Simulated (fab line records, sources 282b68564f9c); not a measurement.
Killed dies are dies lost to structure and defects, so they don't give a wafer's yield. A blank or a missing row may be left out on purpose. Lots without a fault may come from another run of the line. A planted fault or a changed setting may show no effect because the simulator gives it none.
fab line records | flow rit_cmos
record lots=6 wafers=18 last_day=7
route steps=202 shown SPACER@127 NSD@131 PSD@142 SDANNEAL@153 PLDD@159 M1@202
lots that met no fault: from a run of the same line without faults
start_h: hours from the record's first day to the start of the lot's first wafer shown | wait_h: hours since the lot's step before | " the same as in the row above | L1.1+2: a row that stands for several wafers | - no value, or no start given | * or withheld: withheld | < > ~ a bound
route shown NAME@n: a module of which the file shows steps, and the number in the route of the first | usual: mean/standard deviation of fault-free wafers | same: alike in all rows | chamber/n: place in a boat | sites: the reading at each site | _std_site: their standard deviation | _edge_site: outer sites' mean less inner sites' | radius_mm: how far each site lies from the wafer's centre | mask NAME#n: copy n | behind: the tool/chamber that last shaped the wafer | hold: why the lot was held/for how many hours/how that ended | device: the transistor (n, p or np) that didn't switch | end of line: the same wafers' tests at the end of the route | a step without rows: its recipe alone | killed: dies lost to structure and defects at the first sort, not the wafer's yield | map: a wafer's dies, x killed, . not, _ none there
set.NAME: the setting as run; set.NAME@STEP: as run at that earlier step | model.NAME: the simulator's own value behind a step, which no gauge read
lots at some steps of the route; a table a step, a row a wafer
services: from which hour (start_h, from the record's first day; less than 0 if before it) a tool's chamber was out of use, for how many hours, and why
## steps
# step RIT_SPACER_CLEAN_02
# recipe chemistry=SC2 mix=3:3:50 time_s=600 temp_c=75 dry=n2_spin
# step RIT_SPACER_CVD_03
# recipe material=Si3N4 target_thk_nm=250 temp_c=810 precursor=SiH2Cl2/NH3 time_s=3300 pressure_mtorr=300 sih2cl2_flow_sccm=60 nh3_flow_sccm=150
# step RIT_SPACER_THK_MEAS_04
# recipe reads=Si3N4_of_SPACER_CVD_03
# usual SPACER_NITRIDE_THK=250.5/2.9
# columns lot.wafer tool chamber start_h wait_h SPACER_NITRIDE_THK[nm]
L368.1 film_metro-02 - 57.32 0.0 247.9
L368.5 " - " " 249.1
L368.6 " - " " 250.6
L377.1 film_metro-04 - 122.25 0.0 251.7
L377.3 " - " " 251.3
L377.6 " - " " 249.2
L386.3 film_metro-01 - 147.16 0.0 252.5
L386.4 " - " " 253.0
L386.6 " - " " 251.2
L389.2 film_metro-04 - 155.43 0.0 245.5
L389.4 " - " " 244.5
L389.6 " - " " 244.0
L390.1 film_metro-04 - 160.23 0.0 245.4
L390.3 " - " " 248.6
L390.5 " - " " 246.6
L391.2 film_metro-01 - 166.72 0.0 248.7
L391.3 " - " " 250.0
L391.5 " - " " 251.4
# step RIT_SPACER_ETCHBACK_05
# recipe target_depth_a=2500 SF6_flow_sccm=30 CHF3_flow_sccm=30 target=Si3N4 chemistry=SF6/CHF3 pressure_mtorr=40 rf_w=250 time_s=240 stop_on=SiO2
# usual drypump_motor_current_A=5.6/0.5 oes_product_au=0.835/0.012 throttle_valve_pct=10.34/0.15
# columns lot.wafer tool chamber start_h wait_h drypump_motor_current_A oes_product_au rf_hours_counter_h throttle_valve_pct
L368.1 rie_diel-01 3 57.38 0.1 6.0 0.826 11 10.21
L368.5 " 3 " " 6.0 0.830 - 10.22
L368.6 " 2 " " 6.4 0.846 - 10.37
L377.1 rie_diel-03 3 122.31 0.1 4.7 0.821 5 10.18
L377.3 " 1 " " 5.6 0.844 100 10.52
L377.6 " 3 " " 4.7 0.812 - 10.18
L386.3 rie_diel-03 0 147.20 0.0 5.2 0.846 92 10.28
L386.4 " 3 " " 4.7 0.825 - 10.15
L386.6 " 0 " " 5.1 0.849 - 10.28
L389.2 rie_diel-03 1 155.48 0.0 5.6 0.829 101 10.52
L389.4 " 0 " " 5.1 0.817 93 10.29
L389.6 " 3 " " 4.7 0.810 - 10.16
L390.1 rie_diel-04 3 160.29 0.1 5.8 0.807 130 10.36
L390.3 " 1 " " 5.7 0.841 0 10.28
L390.5 " 0 " " 6.3 0.839 - 10.59
L391.2 rie_diel-01 2 166.77 0.0 6.4 0.843 9 10.37
L391.3 " 3 " " 6.0 0.834 14 10.22
L391.5 " 0 " " 5.7 0.838 - 10.05
# step RIT_NSD_HMDS_00
# recipe prime_time_s=60 prime_temp_c=140
# step RIT_NSD_COAT_01
# recipe resist=NOVOLAK spin_rpm=3250 resist_thk_nm=1000
# step RIT_NSD_SOFTBAKE_02
# recipe resist=NOVOLAK temp_c=90 time_s=60
# step RIT_NSD_EXPOSE_03
# recipe mask_id=M9 na=0.57 target_cd_nm=40700 dose_mj=250
# step RIT_NSD_PEB_04
# recipe resist=NOVOLAK temp_c=withheld time_s=withheld
# step RIT_NSD_DEVELOP_05
# recipe resist=NOVOLAK develop_time_s=50 dev_temp_c=23
# step RIT_NSD_OVL_MEAS_06
# usual NSD_OVL=-1.0/1.4
# columns lot.wafer tool chamber start_h wait_h NSD_OVL[nm]
L368.1 overlay-01 - 58.38 - -1.2
L368.5 " - " " -3.0
L368.6 " - " " -1.7
L377.1 overlay-02 - 123.64 - -0.3
L377.3 " - " " -0.5
L377.6 " - " " 2.8
L386.3 overlay-02 - 148.48 - -0.3
L386.4 " - " " -2.7
L386.6 " - " " 0.3
L389.2 overlay-02 - 156.69 - -0.8
L389.4 " - " " -0.4
L389.6 " - " " -1.1
L390.1 overlay-02 - 161.42 - -0.6
L390.3 " - " " -1.1
L390.5 " - " " 0.2
L391.2 overlay-01 - 167.90 - -2.6
L391.3 " - " " -3.9
L391.5 " - " " -3.3
# step RIT_NSD_HARDBAKE_07
# recipe resist=NOVOLAK temp_c=140 time_s=60
# step RIT_NSD_IMPLANT_08
# recipe species=P energy_kev=25 dose_cm2=1e+15 tilt_deg=7
# usual beam_energy_keV=25.000/0.0073
# same implant_ion_amu=31
# columns lot.wafer tool chamber start_h wait_h beam_energy_keV model.implant.rp_nm model.implant.drp_nm
L368.1 implanter-03 0 58.56 0.1 25.000 33.27 14.84
L368.5 " 0 " " 24.991 33.27 14.84
L368.6 " 0 " " 25.001 33.27 14.84
L377.1 implanter-02 0 124.19 0.1 25.004 32.01 14.84
L377.3 " 0 " " 25.010 32.01 14.84
L377.6 " 0 " " 25.009 32.01 14.84
L386.3 implanter-02 0 148.71 0.1 20.493 27.79 13.16
L386.4 " 0 " " 20.497 27.79 13.16
L386.6 " 0 " " 20.507 27.79 13.16
L389.2 implanter-02 0 156.90 0.1 20.501 27.58 13.16
L389.4 " 0 " " 20.494 27.58 13.16
L389.6 " 0 " " 20.499 27.58 13.16
L390.1 implanter-03 0 161.71 0.1 24.996 33.01 14.84
L390.3 " 0 " " 24.998 33.01 14.84
L390.5 " 0 " " 25.003 33.01 14.84
L391.2 implanter-03 0 168.11 0.1 25.014 31.87 14.84
L391.3 " 0 " " 25.007 31.87 14.84
L391.5 " 0 " " 25.015 31.87 14.84
# step RIT_NSD_STRIP_09
# recipe chemistry=O2 time_s=180 resist=NOVOLAK platen_temp_c=withheld power_w=500 pressure_mtorr=4000 o2_flow_sccm=4000
# usual drypump_motor_current_A=5.8/0.46
# columns lot.wafer tool chamber start_h wait_h drypump_motor_current_A rf_hours_counter_h
L368.1 plasma_asher-02 0 58.71 0.1 5.7 41
L368.5 " 1 " " 6.4 -
L368.6 " 0 " " 5.7 -
L377.1 plasma_asher-03 1 124.34 0.1 4.7 1
L377.3 " 0 " " 5.7 -
L377.6 " 0 " " 5.7 -
L386.3 plasma_asher-02 0 148.86 0.1 5.7 -
L386.4 " 1 " " 6.4 -
L386.6 " 1 " " 6.4 -
L389.2 plasma_asher-01 1 157.02 0.1 5.7 34
L389.4 " 1 " " 5.7 -
L389.6 " 1 " " 5.7 -
L390.1 plasma_asher-02 1 161.86 0.1 6.4 53
L390.3 " 1 " " 6.5 -
L390.5 " 0 " " 5.7 -
L391.2 plasma_asher-02 0 168.23 0.1 5.7 54
L391.3 " 0 " " 5.7 -
L391.5 " 0 " " 5.7 -
# step RIT_NSD_TW_MEAS_10
# usual NSD_TW=3129/33
# columns lot.wafer tool chamber start_h wait_h NSD_TW
L368.1 film_metro-02 - 58.89 0.1 3148
L368.5 " - " " 3158
L368.6 " - " " 3147
L377.1 film_metro-03 - 124.51 0.1 3160
L377.3 " - " " 3164
L377.6 " - " " 3164
L386.3 film_metro-02 - 149.00 0.1 2990
L386.4 " - " " 2995
L386.6 " - " " 2983
L389.2 film_metro-01 - 157.21 0.1 2911
L389.4 " - " " 2921
L389.6 " - " " 2917
L390.1 film_metro-03 - 162.04 0.1 3104
L390.3 " - " " 3122
L390.5 " - " " 3102
L391.2 film_metro-02 - 168.42 0.1 3146
L391.3 " - " " 3152
L391.5 " - " " 3152
# step RIT_PSD_HMDS_00
# recipe prime_time_s=60 prime_temp_c=140
# step RIT_PSD_COAT_01
# recipe resist=NOVOLAK spin_rpm=3250 resist_thk_nm=1000
# step RIT_PSD_SOFTBAKE_02
# recipe resist=NOVOLAK temp_c=90 time_s=60
# step RIT_PSD_EXPOSE_03
# recipe mask_id=M10 na=0.57 target_cd_nm=40900 dose_mj=250
# step RIT_PSD_PEB_04
# recipe resist=NOVOLAK temp_c=withheld time_s=withheld
# step RIT_PSD_DEVELOP_05
# recipe resist=NOVOLAK develop_time_s=50 dev_temp_c=23
# step RIT_PSD_OVL_MEAS_06
# usual PSD_OVL=-1.1/1.4
# columns lot.wafer tool chamber start_h wait_h PSD_OVL[nm]
L368.1 overlay-01 - 59.92 - -1.0
L368.5 " - " " 0.8
L368.6 " - " " 0.6
L377.1 overlay-02 - 125.55 - -1.8
L377.3 " - " " -1.2
L377.6 " - " " -0.2
L386.3 overlay-01 - 150.03 - -4.8
L386.4 " - " " -3.5
L386.6 " - " " -3.0
L389.2 overlay-02 - 158.11 - -1.6
L389.4 " - " " -2.4
L389.6 " - " " -0.2
L390.1 overlay-02 - 163.29 - -0.4
L390.3 " - " " 0.1
L390.5 " - " " 0.0
L391.2 overlay-01 - 169.45 - -1.3
L391.3 " - " " -2.5
L391.5 " - " " -2.1
# step RIT_PSD_HARDBAKE_07
# recipe resist=NOVOLAK temp_c=140 time_s=60
# step RIT_PSD_IMPLANT_08
# recipe species=BF2 energy_kev=27 dose_cm2=5e+15 tilt_deg=7
# step RIT_PSD_STRIP_09
# recipe chemistry=O2 time_s=180 resist=NOVOLAK platen_temp_c=withheld power_w=500 pressure_mtorr=4000 o2_flow_sccm=4000
# usual drypump_motor_current_A=5.7/0.49
# columns lot.wafer tool chamber start_h wait_h drypump_motor_current_A rf_hours_counter_h
L368.1 plasma_asher-02 0 60.26 0.1 5.7 41
L368.5 " 1 " " 6.4 -
L368.6 " 0 " " 5.7 -
L377.1 plasma_asher-04 1 125.96 0.1 4.9 52
L377.3 " 0 " " 5.5 -
L377.6 " 0 " " 5.5 -
L386.3 plasma_asher-04 0 150.41 0.1 5.5 -
L386.4 " 1 " " 4.9 -
L386.6 " 1 " " 4.9 -
L389.2 plasma_asher-04 1 158.44 0.1 4.9 56
L389.4 " 0 " " 5.5 -
L389.6 " 0 " " 5.5 -
L390.1 plasma_asher-04 0 163.71 0.1 5.5 57
L390.3 " 0 " " 5.6 -
L390.5 " 1 " " 4.9 -
L391.2 plasma_asher-01 0 169.78 0.1 6.0 35
L391.3 " 0 " " 6.0 -
L391.5 " 1 " " 5.7 -
# step RIT_PSD_TW_MEAS_10
# usual PSD_TW=3446/32
# columns lot.wafer tool chamber start_h wait_h PSD_TW
L368.1 film_metro-03 - 60.43 0.1 3451
L368.5 " - " " 3452
L368.6 " - " " 3449
L377.1 film_metro-03 - 126.14 0.1 3466
L377.3 " - " " 3464
L377.6 " - " " 3441
L386.3 film_metro-02 - 150.55 0.1 3473
L386.4 " - " " 3458
L386.6 " - " " 3460
L389.2 film_metro-02 - 158.63 0.1 3469
L389.4 " - " " 3459
L389.6 " - " " 3449
L390.1 film_metro-02 - 163.88 0.1 3458
L390.3 " - " " 3442
L390.5 " - " " 3471
L391.2 film_metro-03 - 169.96 0.1 3445
L391.3 " - " " 3419
L391.5 " - " " 3444
# step RIT_SDANNEAL_CLEAN_00
# recipe chemistry=SC1 mix=3:3:50 time_s=600 temp_c=75
# step RIT_SDANNEAL_CLEAN_01
# recipe chemistry=dHF dilution=50:1 time_s=30
# step RIT_SDANNEAL_CLEAN_02
# recipe chemistry=SC2 mix=3:3:50 time_s=600 temp_c=75 dry=n2_spin
# step RIT_SDANNEAL_RTA_03
# recipe temp_c=1050 time_s=5 idle_temp_c=600 ramp_up_c_per_s=342 ramp_down_c_per_s=171 cool_to_c=600 ambient=N2
# usual ramp_down_c_per_s=171.00/0.03 ramp_up_c_per_s=342.00/0.06 wafer_temp_C_max=1053.6/1.1
# columns lot.wafer tool chamber start_h wait_h ramp_down_c_per_s ramp_up_c_per_s wafer_temp_C_max
L368.1 rtp_anneal-02 0 60.88 0.0 171.02 342.02 1052.6
L368.5 " 0 " " 170.96 341.98 1053.4
L368.6 " 0 " " 170.96 342.00 1052.9
L377.1 rtp_anneal-02 0 126.56 0.0 171.03 341.93 1054.8
L377.3 " 0 " " 171.03 342.02 1053.0
L377.6 " 0 " " 171.06 342.04 1052.6
L386.3 rtp_anneal-01 0 150.97 0.0 170.99 341.98 1054.8
L386.4 " 0 " " 171.06 341.96 1055.8
L386.6 " 0 " " 170.97 341.95 1053.3
L389.2 rtp_anneal-01 0 159.05 0.0 171.00 342.04 1053.7
L389.4 " 0 " " 171.01 341.97 1053.3
L389.6 " 0 " " 171.01 342.01 1053.8
L390.1 rtp_anneal-02 0 164.33 0.0 170.95 342.02 1054.7
L390.3 " 0 " " 170.96 342.03 1052.9
L390.5 " 0 " " 171.01 342.01 1052.0
L391.2 rtp_anneal-01 0 170.44 0.0 171.02 342.02 1051.6
L391.3 " 0 " " 170.96 341.93 1053.4
L391.5 " 0 " " 171.00 342.00 1053.2
# step RIT_SDANNEAL_RS_MEAS_04
# recipe thk_meas_gauge=four-point-probe
# usual PSD_RS=115.79/0.26
# columns lot.wafer tool chamber start_h wait_h PSD_RS[ohm/sq]
L368.1 film_metro-02 - 60.94 0.0 115.34
L368.5 " - " " 115.44
L368.6 " - " " 115.88
L377.1 film_metro-01 - 126.62 0.0 115.51
L377.3 " - " " 115.58
L377.6 " - " " 115.41
L386.3 film_metro-02 - 151.05 0.1 115.99
L386.4 " - " " 115.92
L386.6 " - " " 116.30
L389.2 film_metro-01 - 159.12 0.1 116.27
L389.4 " - " " 115.96
L389.6 " - " " 116.08
L390.1 film_metro-02 - 164.39 0.0 115.53
L390.3 " - " " 115.82
L390.5 " - " " 115.44
L391.2 film_metro-01 - 170.51 0.1 115.72
L391.3 " - " " 115.26
L391.5 " - " " 115.73
# step RIT_SDANNEAL_RS_MEAS_05
# recipe thk_meas_gauge=four-point-probe
# usual NSD_RS=84.5/0.32
# columns lot.wafer tool chamber start_h wait_h NSD_RS[ohm/sq]
L368.1 film_metro-02 - 61.06 0.1 84.8
L368.5 " - " " 84.5
L368.6 " - " " 85.0
L377.1 film_metro-01 - 126.74 0.1 83.9
L377.3 " - " " 84.4
L377.6 " - " " 84.1
L386.3 film_metro-02 - 151.17 0.1 85.9
L386.4 " - " " 85.7
L386.6 " - " " 86.0
L389.2 film_metro-01 - 159.24 0.1 86.6
L389.4 " - " " 86.6
L389.6 " - " " 87.0
L390.1 film_metro-02 - 164.51 0.1 84.8
L390.3 " - " " 84.8
L390.5 " - " " 84.7
L391.2 film_metro-01 - 170.63 0.1 84.4
L391.3 " - " " 84.6
L391.5 " - " " 84.4
# step RIT_SDANNEAL_RS_MEAS_06
# recipe thk_meas_gauge=four-point-probe
# usual PLDD_RS=178.5/0.44
# columns lot.wafer tool chamber start_h wait_h PLDD_RS[ohm/sq]
L368.1 film_metro-02 - 61.18 0.1 178.0
L368.5 " - " " 178.2
L368.6 " - " " 178.4
L377.1 film_metro-01 - 126.86 0.1 178.0
L377.3 " - " " 178.4
L377.6 " - " " 178.3
L386.3 film_metro-02 - 151.29 0.1 179.4
L386.4 " - " " 178.9
L386.6 " - " " 179.4
L389.2 film_metro-01 - 159.36 0.1 178.5
L389.4 " - " " 177.7
L389.6 " - " " 177.8
L390.1 film_metro-02 - 164.63 0.1 178.6
L390.3 " - " " 178.9
L390.5 " - " " 178.8
L391.2 film_metro-01 - 170.75 0.1 178.6
L391.3 " - " " 178.5
L391.5 " - " " 178.6
# step RIT_M1_PROBE_99
# usual killed_at_contacts=0.1/0.23 killed_at_front_end=6.7/2.9 killed_dies=6.8/2.9 killed_on_rim=1.9/1.4 killed_open=3.5/2.1 killed_short=3.2/1.9
# same gross_dies=264 killed_at_M0_to_M3=0 killed_at_M4_up=0 killed_at_back_side=0 killed_at_other=0
# columns lot.wafer tool chamber start_h wait_h killed_at_contacts killed_at_front_end killed_dies killed_on_rim killed_open killed_short
L368.1 prober-01 - 68.44 0.1 0 8 8 2 3 5
L368.5 prober-01 - 68.64 0.2 0 10 10 2 4 6
L368.6 prober-01 - 68.69 0.2 0 5 5 1 2 3
L377.1 prober-01 - 134.37 0.1 0 5 5 0 0 5
L377.3 prober-01 - 134.47 0.2 0 4 4 0 3 1
L377.6 prober-01 - 134.62 0.2 0 4 4 0 2 2
L386.3 prober-02 - 158.60 0.2 0 8 8 3 5 3
L386.4 prober-02 - 158.65 0.2 0 2 2 0 2 0
L386.6 prober-02 - 158.75 0.2 0 6 6 2 4 2
L389.2 prober-02 - 166.50 0.1 0 9 9 0 6 3
L389.4 prober-02 - 166.60 0.2 0 6 6 1 3 3
L389.6 prober-02 - 166.70 0.2 0 4 4 1 2 2
L390.1 prober-01 - 171.66 0.1 0 12 12 5 8 4
L390.3 prober-01 - 171.76 0.2 0 6 6 2 3 3
L390.5 prober-01 - 171.86 0.2 0 7 7 3 5 2
L391.2 prober-02 - 178.03 0.1 1 4 5 1 4 1
L391.3 prober-02 - 178.08 0.2 0 11 11 4 5 6
L391.5 prober-02 - 178.18 0.2 0 2 2 2 2 0
# killed by level:class
L368.1 GATE:geometric_particle:open=2 FOX1:geometric_particle:short=1 FOX1:geometric_particle:open=1 FOX2:geometric_particle:short=1 REOX:geometric_particle:short=1 SPACER:geometric_particle:short=1 SILICIDE:geometric_particle:short=1
L368.5 FOX1:geometric_particle:short=2 FOX2:geometric_particle:short=2 GATE:geometric_particle:open=2 FOX1:geometric_particle:open=1 GATE:geometric_particle:short=1 REOX:geometric_particle:open=1 REOX:geometric_particle:short=1
L368.6 GATE:geometric_particle:open=2 FOX1:geometric_particle:short=1 REOX:geometric_particle:short=1 SPACER:geometric_particle:short=1
L377.1 GATE:geometric_particle:short=3 SPACER:geometric_particle:short=1 SILICIDE:geometric_particle:short=1
L377.3 GATE:geometric_particle:open=2 FOX1:geometric_particle:open=1 FOX2:geometric_particle:short=1
L377.6 GATE:geometric_particle:short=2 FOX1:geometric_particle:open=1 GATE:geometric_particle:open=1
L386.3 SILICIDE:geometric_particle:open=3 FOX1:geometric_particle:open=2 ACTIVE:geometric_particle:short=1 GATE:geometric_particle:short=1 REOX:geometric_particle:short=1
L386.4 SILICIDE:geometric_particle:open=2
L386.6 SILICIDE:geometric_particle:open=2 FOX1:geometric_particle:open=1 GATE:geometric_particle:short=1 REOX:geometric_particle:open=1 SPACER:geometric_particle:short=1
L389.2 REOX:geometric_particle:open=3 REOX:geometric_particle:short=2 FOX1:geometric_particle:open=1 GATE:geometric_particle:open=1 SILICIDE:geometric_particle:short=1 SILICIDE:geometric_particle:open=1
L389.4 GATE:geometric_particle:short=2 GATE:geometric_particle:open=1 REOX:geometric_particle:open=1 SPACER:geometric_particle:short=1 SPACER:geometric_particle:open=1
L389.6 FOX1:geometric_particle:open=1 GATE:geometric_particle:open=1 REOX:geometric_particle:short=1 SILICIDE:geometric_particle:short=1
L390.1 SPACER:geometric_particle:open=4 GATE:geometric_particle:open=2 FOX1:geometric_particle:short=1 FOX1:geometric_particle:open=1 GATE:geometric_particle:short=1 REOX:geometric_particle:open=1 REOX:geometric_particle:short=1 SPACER:geometric_particle:short=1
L390.3 SPACER:geometric_particle:open=2 SPACER:geometric_particle:short=2 REOX:geometric_particle:open=1 SILICIDE:geometric_particle:short=1
L390.5 SILICIDE:geometric_particle:open=3 GATE:geometric_particle:open=1 REOX:geometric_particle:short=1 SPACER:geometric_particle:open=1 SPACER:geometric_particle:short=1
L391.2 FOX2:geometric_particle:short=1 FOX2:geometric_particle:open=1 SPACER:geometric_particle:open=1 SILICIDE:geometric_particle:open=1 CONTACT:geometric_particle:open=1
L391.3 GATE:geometric_particle:short=5 REOX:geometric_particle:open=3 GATE:geometric_particle:open=2 SILICIDE:geometric_particle:short=1
L391.5 FOX1:geometric_particle:open=1 SPACER:geometric_particle:open=1
## services
# columns tool chamber start_h hours kind
rie_diel-03 1 36.86 8.2 repair
rie_diel-03 0 41.34 6.0 repair
rie_diel-03 0 50.22 8.6 repair
plasma_asher-01 - 52.31 4.0 repair
rie_diel-03 3 61.34 6.4 repair
plasma_asher-01 - 64.14 1.0 repair
implanter-03 - 69.62 2.3 repair
rie_diel-03 - 74.32 0.6 repair
implanter-03 - 87.47 2.2 pm
plasma_asher-01 - 98.66 2.8 pm
rie_diel-03 2 105.74 6.5 repair
plasma_asher-03 - 108.88 9.0 pm
plasma_asher-03 0 108.88 9.0 vent_cycle
plasma_asher-03 1 108.88 9.0 vent_cycle
rie_diel-03 2 117.10 36.1 repair
plasma_asher-03 0 117.88 - clean
plasma_asher-03 1 117.88 - clean
implanter-02 - 119.67 2.7 repair
rie_diel-03 3 127.65 10.4 repair
rie_diel-04 1 137.29 - clean
rie_diel-04 1 137.29 15.5 scheduled_down
rie_diel-04 2 139.74 10.5 repair
plasma_asher-03 - 162.81 2.8 pm
implanter-02 - 168.75 1.6 repair
## key
first_sign step=RIT_NSD_IMPLANT_08 reading=beam_energy_keV direction=down sigmas=99+ usual=25.000 struck=20.499
effect step=RIT_NSD_TW_MEAS_10 reading=NSD_TW direction=down sigmas=5.4 usual=3129 struck=2953
effect step=RIT_SDANNEAL_RS_MEAS_05 reading=NSD_RS direction=up sigmas=5.6 usual=84.5 struck=86.3
model_effect step=RIT_NSD_IMPLANT_08 value=implant.rp_nm without=31.66 struck=27.68
met_at RIT_NSD_IMPLANT_08
struck_wafers L386.3,L386.4,L386.6,L389.2,L389.4,L389.6
tester_left_out L386,L389
onset_between 124.19 148.71
fault kind=process_parameter_drift tool=implanter-02 chamber=- onset_h=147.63 steps=RIT_NSD_IMPLANT_08 channel=energy_kev offset=-4.5 shape=step end_h=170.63 acts_in=these_recipes_only stated=25
# tester_left_out: of these lots the tester's yield and bins aren't shown, on N5 and GAA mostly nor the transistor test; their killed dies are dies lost to structure and defects alone, not to doping, threshold or leakage, so they don't give the yield
